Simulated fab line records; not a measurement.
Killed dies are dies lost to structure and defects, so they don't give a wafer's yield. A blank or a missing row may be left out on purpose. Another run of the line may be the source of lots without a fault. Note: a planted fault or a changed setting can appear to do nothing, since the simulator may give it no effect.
8D (eight disciplines) problem report, filled in by code | flow rit_cmos | the parts of the form that need people (team, actions taken, sign-off) are left out

== 1. THE PROBLEM ==
Across 2 wafers from 2 lots, CONTACT_TEOS_THK at RIT_CONTACT_THK_MEAS_01 averages 580 nm, while fault-free wafers read 414 nm with a standard deviation of 5.2. Relative to the usual mean, that is a shift of +32 standard deviations.
Seen first at day 5 03:41 on film_metro-01, wafer L322.1. The record holds 42 wafers of 14 lots with a number at this step. The rule behind "out" and "out of limits": a value lying over 4 standard deviations away from the usual mean. Any other wafer with a number is counted as sound.

== 2. WHAT IT IS AND WHAT IT IS NOT ==
question                    | is                           | is not
which readings at this step | CONTACT_TEOS_THK             | -
which lots                  | L322, L325                   | L312, L313, L315, L316, L317, L318, L319, L323, L329, L330, L332, L334
which wafers of those lots  | L322.1, L325.5               | L322.2, L322.6, L325.2, L325.4
read on which gauges        | film_metro-01, film_metro-02 | film_metro-03
when                        | from day 5 03:41             | up to then (23 sound wafers); but 17 sound wafers of L323, L325, L329, L330, L332, L334 came after

== 3. THE SUSPECTS, EACH WITH WHAT RULES IT OUT ==
Counting: if a tool at a process step up to the reading ran every lot that is out, it stays a suspect. Sound lots after the first of them don't rule it out here, since some wafers of a struck lot are sound.
- ruled out: the gauge at RIT_CONTACT_THK_MEAS_01. The wafers that are out were read on 2 gauges (film_metro-01, film_metro-02).
- pecvd-03 at RIT_CONTACT_CVD_00 (deposits SiO2 from TEOS, target thk 400 nm, time 63.41 s): kept. Ran every lot that is out, first one L322 (day 5 03:38); last sound lot up to then L319 (day 4 13:20).
- pecvd-03, RIT_CONTACT_CVD_00: wafers that are out in chamber 0, sound lot-mates in chambers 1, 2.
Remaining after the count: pecvd-03 at RIT_CONTACT_CVD_00.

== 4. THE CAUSE (what the simulator had put in) ==
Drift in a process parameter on pecvd-03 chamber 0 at RIT_CONTACT_CVD_00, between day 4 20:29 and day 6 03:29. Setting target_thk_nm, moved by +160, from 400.
The count eliminated every tool but this one.

== 5. THE CHAIN OF EFFECTS, in route order ==
Each row: a reading where the mean over the struck wafers with a number is more than 3 standard deviations away from the usual. Only readings for which the record gives a usual standard deviation are gone through. hours: the time from each lot's start at the first step in this table that gives one to its start at this step, as a median over the lots. sigmas: the change in usual standard deviations.
hours | step                    | reading          | usual  | on struck wafers | change | sigmas
0     | RIT_CONTACT_THK_MEAS_01 | CONTACT_TEOS_THK | 414 nm | 580              | +166   | +32

== 6. HOW IT WOULD HAVE BEEN CAUGHT EARLIER ==
Counted from the fault's start at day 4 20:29, it took 7 hours until the first out-of-limits reading at a measuring or inspecting step in this record, taken at day 5 03:41.
No tool reading at RIT_CONTACT_CVD_00 that has a usual standard deviation in the record was out on any struck wafer, so an alarm limit of 4 standard deviations on those readings would not have fired.
Among the 2 lots that are out, L325 began RIT_CONTACT_CVD_00 on pecvd-03 after day 5 03:41. Putting the tool on hold at that point would have spared it.
